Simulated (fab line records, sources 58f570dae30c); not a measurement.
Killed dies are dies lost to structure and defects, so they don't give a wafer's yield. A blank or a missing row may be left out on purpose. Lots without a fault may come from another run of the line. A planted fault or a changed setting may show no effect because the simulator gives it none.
Problem report in the 8D (eight disciplines) form, filled by code | flow berkeley_cmos170 | the parts of the form that need people (team, actions taken, sign-off) are left out

1. THE PROBLEM
GATE_OXIDE_THK at UCB170_GATE_THK_MEAS_02 reads a mean of 7.31 nm on 4 wafers of 2 lots; wafers without a fault read 6.55 nm with a standard deviation of 0.14. That is +5.4 standard deviations from the usual mean.
First seen on wafer L655.3, day 8 01:37, on film_metro-03. The record holds 40 wafers of 14 lots with a number at this step. Rule for "out", or "out of limits": more than 4 standard deviations from the usual mean. The other wafers with a number count as sound.

2. WHAT IT IS AND WHAT IT IS NOT
question                    | is                           | is not
which readings at this step | GATE_OXIDE_THK               | -
which lots                  | L654, L655                   | L651, L652, L653, L659, L665, L666, L667, L670, L671, L672, L673, L674
which wafers of those lots  | all that have a number       | -
read on which gauges        | film_metro-03, film_metro-04 | film_metro-02
when                        | from day 8 01:37             | up to then (9 sound wafers); but 27 sound wafers of L659, L665, L666, L667, L670, L671, L672, L673, L674 came after

3. SUSPECTS, AND WHAT RULES EACH OUT
Counting: a tool at a process step up to the reading stays a suspect if it ran every lot that is out and no sound lot after the first of them.
- the gauge at UCB170_GATE_THK_MEAS_02: ruled out. The wafers that are out were read on 2 gauges (film_metro-03, film_metro-04).
- furnace-04 at UCB170_GATE_OXIDATION_01 (target thk 6.6 nm, ox time 1800 s): kept. It ran every lot that is out, first L654 (day 8 00:05), and no sound lot after that; its last sound lot up to then is L651 (day 7 03:20).
Left after counting: furnace-04 at UCB170_GATE_OXIDATION_01.

4. THE CAUSE (what the simulator had put in)
Process parameter drift: furnace-04, from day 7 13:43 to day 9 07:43, at UCB170_GATE_OXIDATION_01. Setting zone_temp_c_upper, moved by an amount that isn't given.
Counting left only this tool.

5. THE CHAIN OF EFFECTS, in route order
Each row: a reading whose mean over the struck wafers that have a number lies more than 3 standard deviations from the usual. Only readings for which the record gives a usual standard deviation are gone through. hours: the time from each lot's start at the first step in this table that gives one to its start at this step, as a median over the lots. sigmas: the change in usual standard deviations.
hours | step                    | reading        | usual   | on struck wafers | change | sigmas
0     | UCB170_GATE_THK_MEAS_02 | GATE_OXIDE_THK | 6.55 nm | 7.31             | +0.76  | +5.4

6. WHAT WOULD HAVE CAUGHT IT SOONER
In this record the first reading out of limits at a measuring or inspecting step was taken at day 8 01:37, 12 hours after the fault began at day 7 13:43.
Of the tool readings at UCB170_GATE_OXIDATION_01 for which the record gives a usual standard deviation, none was out on any struck wafer, so an alarm limit of 4 standard deviations on them would not have fired.
All the lots that are out (2) had begun UCB170_GATE_OXIDATION_01 on furnace-04 by day 8 01:37. A hold on the tool at that time would have spared none of them.
